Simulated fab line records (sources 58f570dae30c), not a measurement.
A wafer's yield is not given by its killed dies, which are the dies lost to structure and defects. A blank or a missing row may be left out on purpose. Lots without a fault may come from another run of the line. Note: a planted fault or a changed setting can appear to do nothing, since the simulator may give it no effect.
fab line records	flow berkeley-cmos170
[record] lots = 7	wafers = 21	last-day = 12
route steps=331 shown CONTACT@232 M1@238
lots with no fault: from the same line, run without faults
start-h: the number of hours between the record's first day and the start of the first shown wafer of the lot	wait-h: time in hours since the lot's previous step	" as in the row above	L1.1+2: several wafers, shown together as one row	- no value, or no start given	* or withheld: withheld	< > ~ a bound
route shown NAME@n: names a module that has steps shown in the file, with the first one's number in the route	usual: mean/standard deviation taken from wafers without a fault	same: alike in all rows	chamber/n: place in a boat	sites: per-site readings	_std_site: standard deviation of those values	_edge_site: inner sites' mean taken away from outer sites' mean	radius-mm: for every site, how far away it sits from the centre of the wafer	mask NAME#n: copy n	behind: the tool/chamber that last shaped the wafer	hold: reason for holding the lot/hours on hold/outcome of the hold	device: which transistor (n, p or np) failed to switch	end of line: at the end of the route, the tests of the same wafers	a step without rows: its recipe alone	killed: the dies lost at the first sort to structure and to defects; this is not the yield of the wafer	map: a wafer's dies, marking killed ones x, the rest . and places with no die _
set.NAME: the setting the step ran with; set.NAME@STEP: the setting that earlier step ran with	model.NAME: the simulator's own value behind a step, which no gauge read
certain route steps with their lots: each step a table, each wafer a row
services: the hour from which a tool's chamber was out of use, counted from the record's first day as start-h (under 0 if before that day), plus the number of hours and why
[[steps]]
[step UCB170_CONTACT_OVL_MEAS_16]
[usual] CONTACT_OVL = 4/5.5
lot.wafer	tool	chamber	start-h	wait-h	CONTACT_OVL[nm]
L295.3	overlay-01	-	170.35	0.1	8
L295.5	"	-	"	"	-1
L295.6	"	-	"	"	3
L302.1	overlay-01	-	203.30	0.1	8
L302.3	"	-	"	"	5
L302.5	"	-	"	"	5
L308.3	overlay-02	-	238.18	0.1	6
L308.4	"	-	"	"	9
L308.5	"	-	"	"	10
L307.2	overlay-02	-	238.36	0.1	6
L307.4	"	-	"	"	1
L307.6	"	-	"	"	0
L309.3	overlay-01	-	245.10	0.1	0
L309.4	"	-	"	"	0
L309.5	"	-	"	"	0
L314.2	overlay-02	-	273.87	0.1	10
L314.3	"	-	"	"	8
L314.5	"	-	"	"	3
L316.3	overlay-02	-	275.07	0.1	-2
L316.4	"	-	"	"	4
L316.5	"	-	"	"	-8
[step UCB170_CONTACT_ETCH_17]
[recipe] chemistry = N2/H2	target-depth-a = withheld	overetch-a = withheld	target = BARC	time-s = withheld	source-w = 500	bias-w = 100	pressure-mtorr = 30	n2-flow-sccm = 100	h2-flow-sccm = 200
[usual] drypump-motor-current-A = 5.7/0.47	oes-product-au = 1.000/0.018	throttle-valve-pct = 13.18/0.13
lot.wafer	tool	chamber	start-h	wait-h	drypump-motor-current-A	oes-product-au	throttle-valve-pct
L295.3	rie-diel-01	0	170.37	0.0	5.5	0.991	13.09
L295.5	"	3	"	"	6.4	1.020	13.19
L295.6	"	0	"	"	5.4	0.996	13.08
L302.1	rie-diel-01	1	203.34	0.0	5.2	0.997	12.93
L302.3	"	0	"	"	5.4	1.000	13.08
L302.5	"	1	"	"	5.2	1.019	12.95
L308.3	rie-diel-04	2	238.20	0.0	6.3	1.003	13.18
L308.4	"	3	"	"	5.5	0.969	13.24
L308.5	"	1	"	"	5.7	0.984	13.20
L307.2	rie-diel-01	1	238.39	0.0	5.2	1.004	12.94
L307.4	"	3	"	"	6.4	1.019	13.17
L307.6	"	0	"	"	5.4	0.993	13.10
L309.3	rie-diel-02	2	245.12	0.0	6.5	0.994	13.11
L309.4	"	1	"	"	5.4	1.016	13.49
L309.5	"	2	"	"	6.5	1.000	13.12
L314.2	rie-diel-04	2	273.90	0.0	6.3	1.002	13.21
L314.3	"	3	"	"	5.6	0.965	13.25
L314.5	"	1	"	"	5.8	0.984	13.19
L316.3	rie-diel-04	3	275.10	0.0	5.6	0.968	13.26
L316.4	"	0	"	"	5.2	1.011	13.43
L316.5	"	1	"	"	5.7	0.981	13.19
[step UCB170_CONTACT_ETCH_18]
[recipe] chemistry = CHF3/CF4/Ar	target = PSG	stop-on = TiSi2	CHF3_flow_sccm = 45	cf4-flow-sccm = 15	Ar_flow_sccm = 150	pressure-mtorr = 200	rf-w = 700	target-depth-a = 8400	over-etch-frac = 0.2	time-s = 195
[usual] drypump-motor-current-A = 5.7/0.46	oes-product-au = 0.888/0.012	throttle-valve-pct = 6.84/0.045
lot.wafer	tool	chamber	start-h	wait-h	drypump-motor-current-A	oes-product-au	rf-hours-counter-h	throttle-valve-pct
L295.3	rie-diel-01	0	-	-	5.4	0.872	28	6.83
L295.5	"	3	"	"	6.4	0.877	-	6.85
L295.6	"	0	"	"	5.4	0.875	-	6.82
L302.1	rie-diel-01	1	-	-	5.2	0.898	50	6.74
L302.3	"	0	"	"	5.4	0.882	29	6.83
L302.5	"	1	"	"	5.2	0.898	-	6.78
L308.3	rie-diel-04	2	-	-	6.3	0.900	123	6.82
L308.4	"	3	"	"	5.5	0.879	123	6.88
L308.5	"	1	"	"	5.7	0.868	-	6.83
L307.2	rie-diel-01	1	-	-	5.2	0.896	52	6.76
L307.4	"	3	"	"	6.4	0.885	84	6.87
L307.6	"	0	"	"	5.4	0.878	-	6.81
L309.3	rie-diel-02	2	-	-	6.4	0.894	124	6.82
L309.4	"	1	"	"	5.4	0.886	-	6.97
L309.5	"	2	"	"	6.4	0.896	-	6.81
L314.2	rie-diel-04	2	-	-	6.3	0.879	125	6.82
L314.3	"	3	"	"	5.5	0.859	125	6.88
L314.5	"	1	"	"	5.7	0.871	-	6.85
L316.3	rie-diel-04	3	-	-	5.5	0.873	125	6.87
L316.4	"	0	"	"	5.2	0.912	88	6.89
L316.5	"	1	"	"	5.7	0.878	-	6.84
[step UCB170_CONTACT_STRIP_19]
[recipe] chemistry = O2	power-w = 400	pressure-mtorr = 3500	platen-temp-c = withheld	o2-flow-sccm = 400	overash-fraction = 0.5
[usual] drypump-motor-current-A = 5.8/0.31	oes-product-au = 0.726/0.0042
lot.wafer	tool	chamber	start-h	wait-h	drypump-motor-current-A	oes-product-au	rf-hours-counter-h
L295.3	plasma-asher-04	1	170.57	-	5.2	0.730	-
L295.5	"	1	"	"	5.2	0.724	-
L295.6	"	0	"	"	6.0	0.731	-
L302.1	plasma-asher-03	0	203.50	-	5.9	0.730	10
L302.3	"	1	"	"	6.1	0.724	-
L302.5	"	0	"	"	5.9	0.725	-
L308.3	plasma-asher-03	1	238.40	-	6.1	0.728	-
L308.4	"	0	"	"	5.9	0.728	-
L308.5	"	1	"	"	6.1	0.737	-
L307.2	plasma-asher-02	1	238.55	-	6.1	0.725	52
L307.4	"	1	"	"	6.1	0.718	-
L307.6	"	1	"	"	6.1	0.724	-
L309.3	plasma-asher-02	1	245.32	-	6.1	0.727	-
L309.4	"	0	"	"	5.5	0.724	-
L309.5	"	1	"	"	6.1	0.715	-
L314.2	plasma-asher-03	1	274.06	-	6.1	0.727	18
L314.3	"	0	"	"	5.8	0.730	-
L314.5	"	0	"	"	5.9	0.724	-
L316.3	plasma-asher-03	1	275.30	-	6.0	0.726	-
L316.4	"	0	"	"	5.8	0.720	-
L316.5	"	0	"	"	5.8	0.723	-
[step UCB170_CONTACT_CD_MEAS_90]
[recipe] target-cd-nm = 700
[usual] cd-nm = 700.1/1.7
lot.wafer	tool	chamber	start-h	wait-h	cd-nm
L295.3	cd-sem-01	-	170.68	0.1	698.2
L295.5	"	-	"	"	699.1
L295.6	"	-	"	"	699.1
L302.1	cd-sem-02	-	203.60	0.1	703.1
L302.3	"	-	"	"	700.9
L302.5	"	-	"	"	701.0
L308.3	cd-sem-02	-	238.51	0.1	698.8
L308.4	"	-	"	"	699.5
L308.5	"	-	"	"	698.7
L307.2	cd-sem-01	-	238.67	0.1	702.2
L307.4	"	-	"	"	702.2
L307.6	"	-	"	"	701.1
L309.3	cd-sem-01	-	245.43	0.1	698.3
L309.4	"	-	"	"	698.8
L309.5	"	-	"	"	697.0
L314.2	cd-sem-01	-	274.18	0.1	701.5
L314.3	"	-	"	"	702.0
L314.5	"	-	"	"	699.8
L316.3	cd-sem-01	-	275.40	0.1	701.7
L316.4	"	-	"	"	701.1
L316.5	"	-	"	"	699.4
[step UCB170_CONTACT_CLEAN_20]
[recipe] chemistry = SPM	temp-c = 120	time-s = 600
[step UCB170_M1_SPUTTER_00]
[recipe] material = Al	target-thk-nm = 600	time-s = 80	power-w = 6000	chamber-pressure-pa = 0.5
[usual] throttle-valve-pct = 29.9/1.1
lot.wafer	tool	chamber	start-h	wait-h	throttle-valve-pct
L295.3	pvd-sputter-01	-	171.03	0.0	30.3
L295.5	"	-	"	"	30.1
L295.6	"	-	"	"	29.5
L302.1	pvd-sputter-04	-	203.90	0.0	30.1
L302.3	"	-	"	"	29.6
L302.5	"	-	"	"	29.8
L308.3	pvd-sputter-01	-	238.77	0.0	30.8
L308.4	"	-	"	"	31.7
L308.5	"	-	"	"	31.7
L307.2	pvd-sputter-04	-	238.95	0.0	30.3
L307.4	"	-	"	"	30.1
L307.6	"	-	"	"	30.3
L309.3	pvd-sputter-04	-	245.69	0.0	30.2
L309.4	"	-	"	"	29.0
L309.5	"	-	"	"	28.9
L314.2	pvd-sputter-04	-	274.64	0.0	28.9
L314.3	"	-	"	"	30.0
L314.5	"	-	"	"	29.9
L316.3	pvd-sputter-03	-	275.71	0.0	30.1
L316.4	"	-	"	"	29.6
L316.5	"	-	"	"	29.9
[step UCB170_M1_RS_MEAS_01]
[recipe] thk-meas-gauge = four-point-probe	reads = Al_of_M1_SPUTTER_00
[usual] M1_AL_RS = 0.0484/0.00058
lot.wafer	tool	chamber	start-h	wait-h	M1_AL_RS[ohm/sq]
L295.3	film-metro-03	-	171.13	0.1	0.0486
L295.5	"	-	"	"	0.0484
L295.6	"	-	"	"	0.0481
L302.1	film-metro-03	-	203.96	0.0	0.0479
L302.3	"	-	"	"	0.0486
L302.5	"	-	"	"	0.0477
L308.3	film-metro-04	-	238.87	0.1	0.0488
L308.4	"	-	"	"	0.0483
L308.5	"	-	"	"	0.0486
L307.2	film-metro-03	-	239.03	0.1	0.0485
L307.4	"	-	"	"	0.0483
L307.6	"	-	"	"	0.0487
L309.3	film-metro-01	-	245.79	0.1	0.0490
L309.4	"	-	"	"	0.0486
L309.5	"	-	"	"	0.0484
L314.2	film-metro-04	-	274.72	0.1	0.0491
L314.3	"	-	"	"	0.0482
L314.5	"	-	"	"	0.0484
L316.3	film-metro-04	-	275.81	0.1	0.0485
L316.4	"	-	"	"	0.0484
L316.5	"	-	"	"	0.0493
[step UCB170_M1_THK_MEAS_02]
[recipe] thk-meas-gauge = xrf	reads = Al_of_M1_SPUTTER_00
[usual] M1_AL_THK = 594/10
lot.wafer	tool	chamber	start-h	wait-h	M1_AL_THK[nm]
L295.3	film-metro-03	-	171.23	0.1	590
L295.5	"	-	"	"	590
L295.6	"	-	"	"	598
L302.1	film-metro-03	-	204.08	0.1	602
L302.3	"	-	"	"	593
L302.5	"	-	"	"	606
L308.3	film-metro-04	-	238.97	0.1	598
L308.4	"	-	"	"	603
L308.5	"	-	"	"	602
L307.2	film-metro-03	-	239.14	0.1	594
L307.4	"	-	"	"	594
L307.6	"	-	"	"	591
L309.3	film-metro-01	-	245.89	0.1	583
L309.4	"	-	"	"	588
L309.5	"	-	"	"	588
L314.2	film-metro-04	-	274.83	0.1	592
L314.3	"	-	"	"	598
L314.5	"	-	"	"	600
L316.3	film-metro-04	-	275.91	0.1	599
L316.4	"	-	"	"	594
L316.5	"	-	"	"	585
[step UCB170_M1_COAT_03]
[recipe] resist = BARC	temp-c = withheld	time-s = withheld	spin-rpm = 3000	resist-thk-nm = withheld
[step UCB170_M1_COAT_04]
[recipe] resist = KrF	spin-rpm = 1500	resist-thk-nm = 900
[step UCB170_M1_SOFTBAKE_05]
[recipe] resist = KrF	temp-c = 130	time-s = 60
[step UCB170_M1_EXPOSE_06]
[recipe] mask-id = METAL1	target-cd-nm = 700	na = 0.5	sigma-outer = 0.6	source-shape = conventional	dose-mj = 21
[usual] exposure-dose-mJ-cm2 = 20.991/0.019	focus-offset-nm = 0.1/0.5	reticle-temp-C = 23.00/0.098
lot.wafer	tool	chamber	start-h	wait-h	mask	exposure-dose-mJ-cm2	focus-offset-nm	reticle-temp-C
L295.3	krf-scanner-01	0	171.76	-	METAL1#0	20.994	-0.3	23.04
L295.5	"	0	"	"	METAL1#0	20.994	0.2	23.23
L295.6	"	0	"	"	METAL1#0	20.992	-0.3	23.09
L302.1	krf-scanner-01	0	204.72	-	METAL1#0	21.000	0.2	23.03
L302.3	"	0	"	"	METAL1#0	20.979	0.0	22.93
L302.5	"	0	"	"	METAL1#0	21.017	0.3	22.94
L308.3	krf-scanner-02	-	239.62	-	METAL1#0	-	-	-
L308.4	"	-	"	"	METAL1#0	-	-	-
L308.5	"	-	"	"	METAL1#0	-	-	-
L307.2	krf-scanner-01	-	239.84	-	METAL1#0	-	-	-
L307.4	"	-	"	"	METAL1#0	-	-	-
L307.6	"	-	"	"	METAL1#0	-	-	-
L309.3	krf-scanner-02	-	246.42	-	METAL1#0	-	-	-
L309.4	"	-	"	"	METAL1#0	-	-	-
L309.5	"	-	"	"	METAL1#0	-	-	-
L314.2	krf-scanner-01	0	275.48	-	METAL1#0	20.975	-0.5	22.84
L314.3	"	0	"	"	METAL1#0	21.002	0.0	23.03
L314.5	"	0	"	"	METAL1#0	20.995	-0.6	22.91
L316.3	krf-scanner-01	0	276.64	-	METAL1#0	21.017	0.4	22.85
L316.4	"	0	"	"	METAL1#0	21.040	0.1	22.99
L316.5	"	0	"	"	METAL1#0	21.021	-0.1	22.93
[step UCB170_M1_PEB_07]
[recipe] peb-temp-c = 130	peb-time-s = withheld	resist = KrF
[[services]]
tool	chamber	start-h	hours	kind
rie-diel-04	2	147.64	6.9	repair
rie-diel-01	2	149.30	-	clean
rie-diel-01	2	149.30	18.1	scheduled-down
rie-diel-01	2	149.30	18.1	vent-cycle
krf-scanner-01	0	176.56	-	calibration
krf-scanner-02	-	177.84	0.8	pm
krf-scanner-01	-	190.13	1.3	pm
krf-scanner-01	-	206.91	4.0	pm
krf-scanner-02	-	213.12	1.0	pm
krf-scanner-01	-	218.02	1.0	pm
krf-scanner-02	-	224.20	4.4	pm
pvd-sputter-03	-	224.56	1.0	repair
pvd-sputter-04	-	229.91	3.8	repair
krf-scanner-02	-	230.34	0.2	repair
krf-scanner-01	-	231.60	0.8	pm
rie-diel-02	3	236.05	-	clean
rie-diel-04	0	238.58	2.1	repair
rie-diel-01	0	241.82	2.2	repair
pvd-sputter-04	-	246.16	2.6	repair
rie-diel-01	2	247.67	15.2	repair
rie-diel-02	2	265.44	1.2	repair
krf-scanner-02	-	274.78	1.0	repair
krf-scanner-02	-	275.11	0.4	repair
krf-scanner-02	-	275.72	7.4	repair
[[key]]
[first-sign] step = UCB170_M1_EXPOSE_06	reading = tool-record	direction = missing
effect none on later readings
met-at UCB170_M1_EXPOSE_06
struck-wafers L307.2,L307.4,L307.6,L308.3,L308.4,L308.5,L309.3,L309.4,L309.5
later-rows-left-out L307.2,L307.4,L307.6,L308.3,L308.4,L308.5,L309.3,L309.4,L309.5
sort-left-out L307.2,L307.4,L307.6,L308.3,L308.4,L308.5,L309.3,L309.4,L309.5
onset-between 204.72 239.62
[fault] kind = skipped-step-whole	tool = krf-scanner-01,krf-scanner-02	chamber = -	onset-h = 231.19	steps = UCB170_M1_EXPOSE_06	scope = struck-lots-only
// sort-left-out: the simulated sort isn't trusted on such a fault, so these wafers' sort isn't shown, and their yield isn't known
// later-rows-left-out: the simulator's readings of these wafers behind a module that went badly wrong aren't trusted and aren't shown, but for the sort
